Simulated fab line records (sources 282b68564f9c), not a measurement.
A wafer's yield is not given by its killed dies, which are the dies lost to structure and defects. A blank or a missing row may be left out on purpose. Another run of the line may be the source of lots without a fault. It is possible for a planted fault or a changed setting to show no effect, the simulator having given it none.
Comparing a struck lot with a sound one ; flow rit cmos ; 17 steps out of a route of 202
Sound: these wafers, L489.1, L489.2, L489.6. Struck: wafers L480.1, L480.2, L480.5. At the end, the cause is stated.
Each step with rows lists, per side, the tool, then ch with its chambers, then its first start. Under that, the readings that differ: sound wafers ; struck wafers ; difference of the means ; sigmas: that difference in standard deviations of wafers without a fault.
alike: same words and numbers on both sides, and readings whose means sit less than 2 such deviations apart. not compared: any withheld reading, any reading some wafer has no value for, any bound like >300 that may hide the same value, and any number with overlapping values for which the record gives no deviation.
The two part at a step that has a row with sigmas, a row that says differs or no value, or rows on one side only. Numbers that have no deviation but don't overlap get no sigmas and don't part them. A reading missing from all wafers of one side parts the sides only when that side holds two or more wafers.

first, 2 steps without rows for these wafers: RIT_NRETRO_HARDBAKE_07 (time 120 s); RIT_NRETRO_IMPLANT_08.
RIT_NRETRO_STRIP_09: strips in O2, time 180 s.
  sound on plasma asher-03 ch 0,1, day 6 00:20; struck on plasma asher-02 ch 0,1, day 4 02:17
  alike: drypump motor current A
  not compared: rf hours counter h
RIT_NRETRO_TW_MEAS_10:
  sound on film metro-04, day 6 00:31; struck on film metro-02, day 4 02:27
  alike: NRETRO_TW
then, 6 steps without rows for these wafers: RIT_PRETRO_HMDS_00 (prime time 60 s); RIT_PRETRO_COAT_01 (resist thk 1300 nm); RIT_PRETRO_SOFTBAKE_02 (time 60 s); RIT_PRETRO_EXPOSE_03 (exposes mask M5, target cd 43700 nm); RIT_PRETRO_PEB_04; RIT_PRETRO_DEVELOP_05 (develop time 68 s).
RIT_PRETRO_OVL_MEAS_06:
  sound on overlay-02, day 6 01:35; struck on overlay-01, day 4 03:31
  alike: PRETRO_OVL
then, 1 step without rows for these wafers: RIT_PRETRO_HARDBAKE_07 (time 120 s).
RIT_PRETRO_IMPLANT_08:
  sound on implanter-02 ch 0, day 6 01:52; struck on implanter-04 ch 0, day 4 03:49
reading;sound;struck;difference;sigmas
dose ions cm2;1.1984e+13 1.1982e+13 1.1991e+13;9.367e+12 9.36e+12 9.374e+12;-2.619e+12;-99 or more
faraday current uA;37.1 38.6 37.2;30.6 30.1 29.1;-7.7;-10
RIT_PRETRO_STRIP_09: strips in O2, time 180 s.
  sound on plasma asher-04 ch 0,1, day 6 02:01; struck on plasma asher-04 ch 0,1, day 4 03:58
  alike: drypump motor current A
  not compared: rf hours counter h
RIT_PRETRO_TW_MEAS_10:
  sound on film metro-03, day 6 02:11; struck on film metro-01, day 4 04:08
reading;sound;struck;difference;sigmas
PRETRO_TW;491 488 490;434 435 434;-55;-7
then, 1 step without rows for these wafers: RIT_GATE_WET_ETCH_00 (etches SiO2 in BOE, target depth 56 nm, time 60 s).
RIT_M1_PROBE_99:
  sound on prober-02, day 7 04:23; struck on prober-02, day 5 09:06
reading;sound;struck;difference;sigmas
model.etest.nmos_0p3.r on ohm um;2089 2116 2163;2023 2048 2041;-85;
model.etest.nmos turned.drive ua um;334.4 336.5 334.7;363.8 368.5 365.5;+30.7;
model.etest.nmos_0p15.drive ua um;477.9 486.8 478.1;506.1 517.3 509.6;+30.1;
model.etest.nmos_0p3.drive ua um;228.1 236.1 226.8;245.6 249 247.6;+17.1;
model.etest.nmos narrow.drive ua um;233.5 238.7 233.2;246.7 248.2 249.6;+13.0;
model.etest.nmos_0p15.off log10 a um;-10.13 -10.02 -10.04;-9.364 -8.97 -9.165;+0.897;
model.etest.retro edge nmos.off log10 a um;-9.929 -9.903 -9.893;-9.262 -8.92 -9.001;+0.847;
model.etest.ring.quiet log10 a (angstrom);-7.841 -7.795 -7.771;-7.238 -6.867 -7.066;+0.745;
  alike: killed at contacts, killed at front end, killed dies, killed open, killed short

## WHERE THEY PART
First at RIT_PRETRO_IMPLANT_08; last, within this record, at RIT_PRETRO_TW_MEAS_10. Later steps at which nothing parts them and some readings are alike: RIT_M1_PROBE_99.

WHY: what had been put in by the simulator
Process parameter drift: implanter-04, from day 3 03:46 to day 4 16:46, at RIT_PRETRO_IMPLANT_08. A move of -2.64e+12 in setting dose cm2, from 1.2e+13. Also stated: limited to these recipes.
